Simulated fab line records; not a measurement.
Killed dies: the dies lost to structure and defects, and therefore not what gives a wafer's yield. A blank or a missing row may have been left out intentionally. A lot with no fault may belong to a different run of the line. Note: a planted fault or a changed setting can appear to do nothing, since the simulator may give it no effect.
Lot-split experiment || flow berkeley-cmos170 || 5 lots, 23 wafers read, on a route of 331 steps

== THE SPLIT ==
At UCB170_M3_SPUTTER_01 (material Al, target thk 900 nm, time 120 s), the setting power-w was moved away from the recipe's 6000 W on 4 of the 23 wafers read, by +4.1% to +9.0%. This setting was run at the recipe's value on the other wafers.

== FROM SPLIT TO READING: 1 step shown by the file between the two ==
- UCB170_M3_RS_MEAS_02: measures by four-point-probe

== THE READING ==
M3_AL_THK, in nm, at UCB170_M3_THK_MEAS_03 (measures by xrf). A value of 912 nm with a standard deviation of 10 nm is what fault-free wafers of this fab line usually give.

{"wafer": "L074.1", "tool, chamber at the split": "pvd-sputter-04, -", "power-w as run, W": 6000, "against the recipe": "recipe", "M3_AL_THK, nm": 918, "against lot-mates on the recipe": "-"}
{"wafer": "L074.3", "tool, chamber at the split": "pvd-sputter-04, -", "power-w as run, W": 6000, "against the recipe": "recipe", "M3_AL_THK, nm": 905, "against lot-mates on the recipe": "-"}
{"wafer": "L074.4", "tool, chamber at the split": "pvd-sputter-04, -", "power-w as run, W": 6000, "against the recipe": "recipe", "M3_AL_THK, nm": 912, "against lot-mates on the recipe": "-"}
{"wafer": "L077.1", "tool, chamber at the split": "pvd-sputter-03, -", "power-w as run, W": 6000, "against the recipe": "recipe", "M3_AL_THK, nm": 921, "against lot-mates on the recipe": "-"}
{"wafer": "L077.2", "tool, chamber at the split": "pvd-sputter-03, -", "power-w as run, W": 6000, "against the recipe": "recipe", "M3_AL_THK, nm": 922, "against lot-mates on the recipe": "-"}
{"wafer": "L077.4", "tool, chamber at the split": "pvd-sputter-03, -", "power-w as run, W": 6000, "against the recipe": "recipe", "M3_AL_THK, nm": 915, "against lot-mates on the recipe": "-"}
{"wafer": "L077.5", "tool, chamber at the split": "pvd-sputter-03, -", "power-w as run, W": 6000, "against the recipe": "recipe", "M3_AL_THK, nm": 921, "against lot-mates on the recipe": "-"}
{"wafer": "L077.6", "tool, chamber at the split": "pvd-sputter-03, -", "power-w as run, W": 6000, "against the recipe": "recipe", "M3_AL_THK, nm": 909, "against lot-mates on the recipe": "-"}
{"wafer": "L081.1", "tool, chamber at the split": "pvd-sputter-01, -", "power-w as run, W": 6541, "against the recipe": "+9.0%", "M3_AL_THK, nm": 994, "against lot-mates on the recipe": "+81"}
{"wafer": "L081.2", "tool, chamber at the split": "pvd-sputter-01, -", "power-w as run, W": 6000, "against the recipe": "recipe", "M3_AL_THK, nm": 915, "against lot-mates on the recipe": "-"}
{"wafer": "L081.4", "tool, chamber at the split": "pvd-sputter-01, -", "power-w as run, W": 6541, "against the recipe": "+9.0%", "M3_AL_THK, nm": 1001, "against lot-mates on the recipe": "+88"}
{"wafer": "L081.5", "tool, chamber at the split": "pvd-sputter-01, -", "power-w as run, W": 6000, "against the recipe": "recipe", "M3_AL_THK, nm": 907, "against lot-mates on the recipe": "-"}
{"wafer": "L081.6", "tool, chamber at the split": "pvd-sputter-01, -", "power-w as run, W": 6000, "against the recipe": "recipe", "M3_AL_THK, nm": 918, "against lot-mates on the recipe": "-"}
{"wafer": "L085.1", "tool, chamber at the split": "pvd-sputter-01, -", "power-w as run, W": 6000, "against the recipe": "recipe", "M3_AL_THK, nm": 896, "against lot-mates on the recipe": "-"}
{"wafer": "L085.2", "tool, chamber at the split": "pvd-sputter-01, -", "power-w as run, W": 6000, "against the recipe": "recipe", "M3_AL_THK, nm": 894, "against lot-mates on the recipe": "-"}
{"wafer": "L085.3", "tool, chamber at the split": "pvd-sputter-01, -", "power-w as run, W": 6000, "against the recipe": "recipe", "M3_AL_THK, nm": 896, "against lot-mates on the recipe": "-"}
{"wafer": "L085.4", "tool, chamber at the split": "pvd-sputter-01, -", "power-w as run, W": 6000, "against the recipe": "recipe", "M3_AL_THK, nm": 902, "against lot-mates on the recipe": "-"}
{"wafer": "L085.5", "tool, chamber at the split": "pvd-sputter-01, -", "power-w as run, W": 6000, "against the recipe": "recipe", "M3_AL_THK, nm": 894, "against lot-mates on the recipe": "-"}
{"wafer": "L083.1", "tool, chamber at the split": "pvd-sputter-03, -", "power-w as run, W": 6000, "against the recipe": "recipe", "M3_AL_THK, nm": 895, "against lot-mates on the recipe": "-"}
{"wafer": "L083.2", "tool, chamber at the split": "pvd-sputter-03, -", "power-w as run, W": 6000, "against the recipe": "recipe", "M3_AL_THK, nm": 900, "against lot-mates on the recipe": "-"}
{"wafer": "L083.4", "tool, chamber at the split": "pvd-sputter-03, -", "power-w as run, W": 6248, "against the recipe": "+4.1%", "M3_AL_THK, nm": 939, "against lot-mates on the recipe": "+39"}
{"wafer": "L083.5", "tool, chamber at the split": "pvd-sputter-03, -", "power-w as run, W": 6248, "against the recipe": "+4.1%", "M3_AL_THK, nm": 946, "against lot-mates on the recipe": "+46"}
{"wafer": "L083.6", "tool, chamber at the split": "pvd-sputter-03, -", "power-w as run, W": 6000, "against the recipe": "recipe", "M3_AL_THK, nm": 904, "against lot-mates on the recipe": "-"}

THE FIT
A straight line over all 23 wafers: M3_AL_THK changes by +9.75 nm for each +1% of power-w; r = +0.94; the points scatter about the line by 9.6 nm.
The same after taking each lot's own level away (the mean of its wafers on the recipe; 23 wafers): +9.49 nm for each +1%; r = +0.99; scatter 4.5 nm.
According to that fit, moving power-w by its largest amount changes the reading by 86 nm.
The span of the lots' own levels, 896.4 to 917.6 nm, comes to 2.1 times the standard deviation stated above.
Consequently the slope shifts little with the lot-to-lot level, the two slopes agreeing.
Check: with one of the wafers moved furthest among these (+9.0%) left out of the fit, the line predicts +89.3 nm for it against its lot-mates. It came out at +80.7 nm against them.

== OTHER SPLITS APPLIED TO THESE WAFERS ==
Before the reading, these wafers also passed through other splits. Each is held against what the fit with the lots' levels taken away leaves over:
{"other split on the same wafers": "UCB170_CONTACT_EXPOSE_12 dose-mj", "wafers away from the commonest value": 9, "r with M3_AL_THK (lot level and that fit taken away)": "+0.04"}
{"other split on the same wafers": "UCB170_M1_COAT_04 spin-rpm", "wafers away from the commonest value": 7, "r with M3_AL_THK (lot level and that fit taken away)": "+0.26"}
{"other split on the same wafers": "UCB170_M1_ETCH_11 pressure-mtorr", "wafers away from the commonest value": 18, "r with M3_AL_THK (lot level and that fit taken away)": -0.01}
{"other split on the same wafers": "UCB170_V1_ETCH_14 time-s", "wafers away from the commonest value": 9, "r with M3_AL_THK (lot level and that fit taken away)": "+0.14"}
{"other split on the same wafers": "UCB170_V2_EXPOSE_09 dose-mj", "wafers away from the commonest value": 8, "r with M3_AL_THK (lot level and that fit taken away)": "+0.22"}

== THE WHOLE CHAIN: every reading that the file lists as answering this split, in the file's order ==
{"step": "UCB170_M3_SPUTTER_01", "what it does": "material Al, target thk 900 nm, time 120 s", "reading": "Al_of_M3_SPUTTER_01.thk-nm (the simulator's own value, which no gauge read)", "change (the file's fit)": "+8.77 nm for each +1% of the setting", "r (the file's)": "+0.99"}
{"step": "UCB170_M3_RS_MEAS_02", "what it does": "measures by four-point-probe", "reading": "M3_AL_RS", "change (the file's fit)": "-0.000295 for each +1% of the setting", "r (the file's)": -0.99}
{"step": "UCB170_M3_THK_MEAS_03", "what it does": "measures by xrf", "reading": "M3_AL_THK", "change (the file's fit)": "+9.46 for each +1% of the setting", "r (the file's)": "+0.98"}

== THE FILE'S OWN FIT ==
M3_AL_THK changes by +9.46 nm for each +1% of power-w, r = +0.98.
